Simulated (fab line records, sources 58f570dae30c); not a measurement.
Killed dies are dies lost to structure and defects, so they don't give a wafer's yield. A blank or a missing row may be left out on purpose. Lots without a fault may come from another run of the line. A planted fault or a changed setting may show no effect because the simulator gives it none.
fab line records | flow berkeley_cmos170
record lots=6 wafers=18 last_day=10
route steps=331 shown NWELL@20
lots that met no fault: from a run of the same line without faults
start_h: hours from the record's first day to the start of the lot's first wafer shown | wait_h: hours since the lot's step before | " the same as in the row above | L1.1+2: a row that stands for several wafers | - no value, or no start given | * or withheld: withheld | < > ~ a bound
route shown NAME@n: a module of which the file shows steps, and the number in the route of the first | usual: mean/standard deviation of fault-free wafers | same: alike in all rows | chamber/n: place in a boat | sites: the reading at each site | _std_site: their standard deviation | _edge_site: outer sites' mean less inner sites' | radius_mm: how far each site lies from the wafer's centre | mask NAME#n: copy n | behind: the tool/chamber that last shaped the wafer | hold: why the lot was held/for how many hours/how that ended | device: the transistor (n, p or np) that didn't switch | end of line: the same wafers' tests at the end of the route | a step without rows: its recipe alone | killed: dies lost to structure and defects at the first sort, not the wafer's yield | map: a wafer's dies, x killed, . not, _ none there
set.NAME: the setting as run; set.NAME@STEP: as run at that earlier step | model.NAME: the simulator's own value behind a step, which no gauge read
lots at some steps of the route; a table a step, a row a wafer
services: from which hour (start_h, from the record's first day; less than 0 if before it) a tool's chamber was out of use, for how many hours, and why
## steps
# step UCB170_NWELL_HMDS_06
# recipe prime_time_s=60 prime_temp_c=100
# step UCB170_NWELL_COAT_07
# recipe resist=KrF spin_rpm=1500 resist_thk_nm=900
# step UCB170_NWELL_SOFTBAKE_08
# recipe resist=KrF temp_c=130 time_s=60
# step UCB170_NWELL_EXPOSE_09
# recipe mask_id=NWELL target_cd_nm=3000 na=0.5 sigma_outer=0.6 source_shape=conventional dose_mj=25
# step UCB170_NWELL_PEB_10
# recipe peb_temp_c=130 peb_time_s=withheld resist=KrF
# step UCB170_NWELL_DEVELOP_11
# recipe developer=TMAH develop_time_s=45 resist=KrF dev_temp_c=21
# step UCB170_NWELL_OVL_MEAS_12
# usual NWELL_OVL=4/5.6
# columns lot.wafer tool chamber start_h wait_h NWELL_OVL[nm]
L417.1 overlay-01 - 60.64 - 5
L417.5 " - " " 4
L417.6 " - " " 2
L420.3 overlay-01 - 72.31 - 8
L420.5 " - " " 8
L420.6 " - " " 9
L422.2 overlay-01 - 87.44 - 22
L422.5 " - " " 15
L422.6 " - " " 14
L423.2 overlay-01 - 92.36 - -9
L423.3 " - " " -2
L423.4 " - " " -7
L426.2 overlay-02 - 108.68 - 12
L426.4 " - " " 7
L426.5 " - " " 9
L428.2 overlay-02 - 115.89 - 1
L428.3 " - " " 2
L428.6 " - " " 0
# step UCB170_NWELL_ETCH_13
# recipe chemistry=CH3F/Ar/O2 target=Si3N4 stop_on=SiO2 CH3F_flow_sccm=20 Ar_flow_sccm=50 O2_flow_sccm=7 pressure_mtorr=50 rf_w=450 target_depth_a=2464 over_etch_frac=0.1 time_s=154
# usual CH3F_flow_sccm=20.00/0.065 O2_flow_sccm=7.000/0.022 chamber_pressure_mTorr=50.00/0.048 drypump_motor_current_A=5.3/0.48 oes_product_au=0.935/0.017 throttle_valve_pct=8.03/0.13
# columns lot.wafer tool chamber start_h wait_h CH3F_flow_sccm O2_flow_sccm chamber_pressure_mTorr drypump_motor_current_A oes_product_au rf_hours_counter_h throttle_valve_pct
L417.1 rie_diel-01 3 60.68 0.0 19.97 6.996 49.96 4.8 0.932 36 7.85
L417.5 " 0 " " 20.00 6.979 49.98 5.4 0.936 - 8.32
L417.6 " 3 " " 20.02 7.027 49.96 4.8 0.915 - 7.85
L420.3 rie_diel-02 0 72.33 0.0 19.90 7.003 50.04 5.7 0.938 129 7.87
L420.5 " 0 " " 19.96 6.984 50.00 5.7 0.931 - 7.86
L420.6 " 1 " " 19.99 6.989 49.97 5.7 0.972 - 8.13
L422.2 rie_diel-03 1 87.47 0.0 19.97 6.981 50.03 4.7 0.963 51 7.94
L422.5 " 0 " " 20.05 7.016 50.09 5.1 0.912 - 8.10
L422.6 " 3 " " 19.79 7.006 50.00 4.9 0.924 - 8.09
L423.2 rie_diel-01 0 92.39 0.0 20.09 6.980 50.00 5.4 0.927 118 8.32
L423.3 " 1 " " 20.06 6.991 50.05 5.6 0.938 33 7.88
L423.4 " 3 " " 20.02 7.004 49.97 4.8 0.915 37 7.85
L426.2 rie_diel-02 3 108.71 0.0 19.92 7.029 50.07 5.2 0.934 1 8.02
L426.4 " 0 " " 20.08 6.997 50.00 5.7 0.925 132 7.86
L426.5 " 1 " " 19.98 7.027 49.99 5.6 0.969 - 8.14
L428.2 rie_diel-01 3 115.92 0.0 20.16 7.016 49.96 4.8 0.915 38 7.86
L428.3 " 1 " " 19.95 6.982 50.03 5.6 0.926 34 7.88
L428.6 " 2 " " 19.94 7.070 50.00 6.2 0.941 - 8.09
# step UCB170_NWELL_IMPLANT_14
# recipe species=P dose_cm2=1e+13 energy_kev=150 tilt_deg=7
# step UCB170_NWELL_STRIP_15
# recipe chemistry=O2 power_w=400 pressure_mtorr=3500 platen_temp_c=withheld o2_flow_sccm=400 overash_fraction=0.5
# usual chamber_pressure_mTorr=3500/3.3 drypump_motor_current_A=5.6/0.46 oes_product_au=0.721/0.0046 strip_time_to_endpoint_s=18.08/0.091
# same overash_fraction=0.5
# columns lot.wafer tool chamber start_h wait_h chamber_pressure_mTorr drypump_motor_current_A oes_product_au rf_hours_counter_h strip_time_to_endpoint_s
L417.1 plasma_asher-02 0 60.93 0.1 3503 5.1 0.721 34 18.02
L417.5 " 0 " " 3503 5.0 0.716 - 18.08
L417.6 " 1 " " 3499 5.9 0.719 - 18.02
L420.3 plasma_asher-01 0 72.62 0.1 3496 5.0 0.720 - 17.92
L420.5 " 0 " " 3500 5.0 0.728 - 17.99
L420.6 " 1 " " 3505 5.9 0.711 - 18.09
L422.2 plasma_asher-03 0 87.72 0.1 3496 6.3 0.719 36 18.08
L422.5 " 0 " " 3502 6.3 0.719 - 18.10
L422.6 " 1 " " 3496 5.6 0.718 - 18.26
L423.2 plasma_asher-02 0 92.64 0.1 3493 5.1 0.715 37 17.92
L423.3 " 1 " " 3503 5.9 0.724 - 18.10
L423.4 " 0 " " 3502 5.1 0.715 - 17.91
L426.2 plasma_asher-01 1 108.97 0.1 3502 5.9 0.724 33 18.10
L426.4 " 0 " " 3503 5.1 0.714 - 18.00
L426.5 " 1 " " 3504 5.9 0.730 - 18.06
L428.2 plasma_asher-02 0 116.17 0.1 3501 5.1 0.716 40 17.96
L428.3 " 0 " " 3501 5.0 0.718 - 18.07
L428.6 " 0 " " 3498 5.1 0.730 - 17.95
# step UCB170_NWELL_TW_MEAS_16
# usual NWELL_TW=1250/6.9
# columns lot.wafer tool chamber start_h wait_h NWELL_TW
L417.1 film_metro-01 - 61.03 0.1 1252
L417.5 " - " " 1241
L417.6 " - " " 1246
L420.3 film_metro-03 - 72.70 0.1 1246
L420.5 " - " " 1242
L420.6 " - " " 1244
L422.2 film_metro-02 - 87.83 0.1 1251
L422.5 " - " " 1249
L422.6 " - " " 1249
L423.2 film_metro-02 - 92.75 0.1 1245
L423.3 " - " " 1252
L423.4 " - " " 1246
L426.2 film_metro-01 - 109.08 0.1 1246
L426.4 " - " " 1252
L426.5 " - " " 1257
L428.2 film_metro-03 - 116.28 0.1 1245
L428.3 " - " " 1233
L428.6 " - " " 1241
# step UCB170_NWELL_CLEAN_17
# recipe chemistry=SPM temp_c=120 time_s=600
# step UCB170_NWELL_WET_ETCH_18
# recipe chemistry=H3PO4 target=Si3N4 temp_c=160 time_s=14400
# usual bath_guard_temp_C=159.9/0.54 bath_heat_duty_pct=27/3.7
# columns lot.wafer tool chamber start_h wait_h bath_guard_temp_C bath_heat_duty_pct model.Si3N4_of_NWELL_CVD_04.thk_nm model.SiO2_of_NWELL_OXIDATION_01.thk_nm
L417.1 wet_bench-03 1 62.18 0.1 160.0 27 0 0
L417.5 " 1 " " 160.0 28 0 0
L417.6 " 1 " " 160.0 28 0 0
L420.3 wet_bench-01 1 73.45 0.2 160.4 25 0 0
L420.5 " 1 " " 160.1 27 0 0
L420.6 " 1 " " 160.4 26 0 0
L422.2 wet_bench-03 1 88.06 0.0 - - 224.3 26.85
L422.5 " 1 " " - - 225.5 26.4
L422.6 " 1 " " - - 224.8 26.51
L423.2 wet_bench-02 2 93.00 0.0 - - 223.2 25.4
L423.3 " 2 " " - - 225.1 25.61
L423.4 " 2 " " - - 223.5 25.98
L426.2 wet_bench-03 2 109.51 0.2 160.0 22 0 0
L426.4 " 2 " " 160.1 22 0 0
L426.5 " 2 " " 160.4 24 0 0
L428.2 wet_bench-02 0 116.51 0.0 158.9 25 0 0
L428.3 " 0 " " 158.7 27 0 0
L428.6 " 0 " " 159.0 26 0 0
# step UCB170_NWELL_WET_ETCH_19
# recipe chemistry=BOE dilution=5:1 target=SiO2 temp_c=25 time_s=22
## services
# columns tool chamber start_h hours kind
rie_diel-01 0 65.08 13.2 repair
rie_diel-02 3 68.28 - clean
rie_diel-02 3 68.28 25.6 scheduled_down
rie_diel-02 3 68.28 25.6 vent_cycle
rie_diel-03 2 86.70 - clean
rie_diel-03 2 86.70 25.3 scheduled_down
rie_diel-03 2 86.70 25.3 vent_cycle
rie_diel-01 - 100.62 0.3 repair
plasma_asher-03 - 108.75 9.0 pm
plasma_asher-03 0 108.75 9.0 vent_cycle
plasma_asher-03 1 108.75 9.0 vent_cycle
## key
first_sign step=UCB170_NWELL_WET_ETCH_18 reading=tool_record direction=missing
effect none on later readings
model_effect step=UCB170_NWELL_WET_ETCH_18 value=Si3N4_of_NWELL_CVD_04.thk_nm without=0 struck=224.4
met_at UCB170_NWELL_WET_ETCH_18
struck_wafers L422.2,L422.5,L422.6,L423.2,L423.3,L423.4
later_rows_left_out L422.2,L422.5,L422.6,L423.2,L423.3,L423.4
sort_left_out L422.2,L422.5,L422.6,L423.2,L423.3,L423.4
tester_left_out L422,L423
onset_between 62.18 88.06
fault kind=skipped_step_whole tool=wet_bench-02,wet_bench-03 chamber=- onset_h=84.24 steps=UCB170_NWELL_WET_ETCH_18 scope=struck_lots_only
# tester_left_out: of these lots the tester's yield and bins aren't shown, on N5 and GAA mostly nor the transistor test; their killed dies are dies lost to structure and defects alone, not to doping, threshold or leakage, so they don't give the yield
# sort_left_out: the simulated sort isn't trusted on such a fault, so these wafers' sort isn't shown, and their yield isn't known
# later_rows_left_out: the simulator's readings of these wafers behind a module that went badly wrong aren't trusted and aren't shown, but for the sort
